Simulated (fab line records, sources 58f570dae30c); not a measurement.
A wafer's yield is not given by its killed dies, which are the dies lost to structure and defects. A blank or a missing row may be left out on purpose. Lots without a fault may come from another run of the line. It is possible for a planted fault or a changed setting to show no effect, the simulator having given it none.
Split-lot trial	flow berkeley cmos170	route with 331 steps; 5 lots, 23 wafers read

== ON THE SPLIT ==
At UCB170_M3_PEB_13, the setting peb temp c was moved away from the recipe's 130 C on 11 of the 23 wafers read, by -1.5% to +2.3%. This setting was run at the recipe's value on the other wafers.

== FROM THE SPLIT TO THE READING: what the file shows between them, 5 steps ==
- UCB170_M3_DEVELOP_14: develop time 45 s
- UCB170_M3_CD_MEAS_15: target cd 700 nm
- UCB170_M3_ETCH_17: etches BARC in N2/H2
- UCB170_M3_METAL_ETCH_18: etches Al in Cl2/BCl3, stops on SiO2, target depth 1170 nm, time 195 s (also split here: over etch frac)
- UCB170_M3_STRIP_19: strips in O2

== THE READING ==
cd nm at UCB170_M3_CD_MEAS_90, given in nm (cd target 700 nm). Typical for fault-free wafers on this fab line: 700 nm, with standard deviation 4 nm.

wafer	tool, chamber at the split	peb temp c as run, C	against the recipe	cd nm, nm	against lot-mates on the recipe
L078.3	litho track-03, 0	130	recipe	702	-
L078.4	litho track-03, 0	130	recipe	703	-
L078.5	litho track-03, 0	130	recipe	701	-
L074.1	litho track-01, 0	133	+2.3%	675	-16
L074.2	litho track-01, 0	133	+2.3%	681	-10
L074.3	litho track-01, 0	130	recipe	693	-
L074.5	litho track-01, 0	130	recipe	690	-
L074.6	litho track-01, 0	133	+2.3%	682	-10
L084.1	litho track-02, 0	130	recipe	701	-
L084.3	litho track-02, 0	128.1	-1.5%	717	+15
L084.4	litho track-02, 0	130	recipe	701	-
L084.5	litho track-02, 0	128.1	-1.5%	715	+13
L084.6	litho track-02, 0	130	recipe	703	-
L081.1	litho track-03, 0	130	recipe	704	-
L081.2	litho track-03, 0	130	recipe	699	-
L081.3	litho track-03, 0	128.6	-1.1%	713	+12
L081.4	litho track-03, 0	128.6	-1.1%	710	+8
L081.6	litho track-03, 0	128.6	-1.1%	713	+12
L085.1	litho track-03, 0	132.5	+1.9%	687	-12
L085.2	litho track-03, 0	130	recipe	697	-
L085.3	litho track-03, 0	130	recipe	700	-
L085.5	litho track-03, 0	132.5	+1.9%	685	-14
L085.6	litho track-03, 0	132.5	+1.9%	688	-10

THE FIT
A straight line over all 23 wafers: cd nm changes by -8.92 nm for each +1% of peb temp c; r = -0.95; the points scatter about the line by 3.8 nm.
The same after taking each lot's own level away (the mean of its wafers on the recipe; 23 wafers): -6.82 nm for each +1%; r = -0.96; scatter 2.5 nm.
Per that fit: largest peb temp c move, reading shift of 16 nm.
Across the lots, their own levels run from 691.5 to 702.0 nm, a range of 2.6 times the standard deviation given above.
Thus the slope moves with the lot-to-lot level: the two fits are different.
Check: -13.9 nm against its lot-mates is what the line predicts for one of the wafers moved furthest among these (+2.3%) when that wafer is left out of the fit. It came out at -16.5 nm against them.

== ADDITIONAL SPLITS CARRIED BY THESE WAFERS ==
These wafers also went through other splits before the reading. Each is held against what the fit with the lots' levels taken away leaves over:
other split on the same wafers	wafers away from the commonest value	r with cd nm (lot level and that fit taken away)
UCB170_V1_CMP_02 leave above ref nm	7	-0.10
UCB170_V1_ETCH_14 rf w	10	+0.01
UCB170_V2_CMP_02 leave above ref nm	6	+0.07
UCB170_V2_DEVELOP_11 dev temp c	9	+0.00
UCB170_M3_METAL_ETCH_18 over etch frac	10	+0.06

== THE WHOLE CHAIN: every reading that the file lists as answering this split, in the file's order ==
step	what it does	reading	change (the file's fit)	r (the file's)
UCB170_M3_CD_MEAS_15	target cd 700 nm	cd nm	-8.2 nm for each +1% of the setting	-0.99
UCB170_M3_ETCH_17	etches BARC in N2/H2	M3.cd nm (the simulator's own value, which no gauge read)	-8.2 nm for each +1% of the setting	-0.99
UCB170_M3_METAL_ETCH_18	etches Al in Cl2/BCl3, stops on SiO2, target depth 1170 nm, time 195 s	M3.cd nm (the simulator's own value, which no gauge read)	-6.92 nm for each +1% of the setting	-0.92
UCB170_M3_CD_MEAS_90	target cd 700 nm	cd nm	-6.84 nm for each +1% of the setting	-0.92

== FILE'S OWN FIT ==
cd nm changes by -6.84 nm for each +1% of peb temp c, r = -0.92.
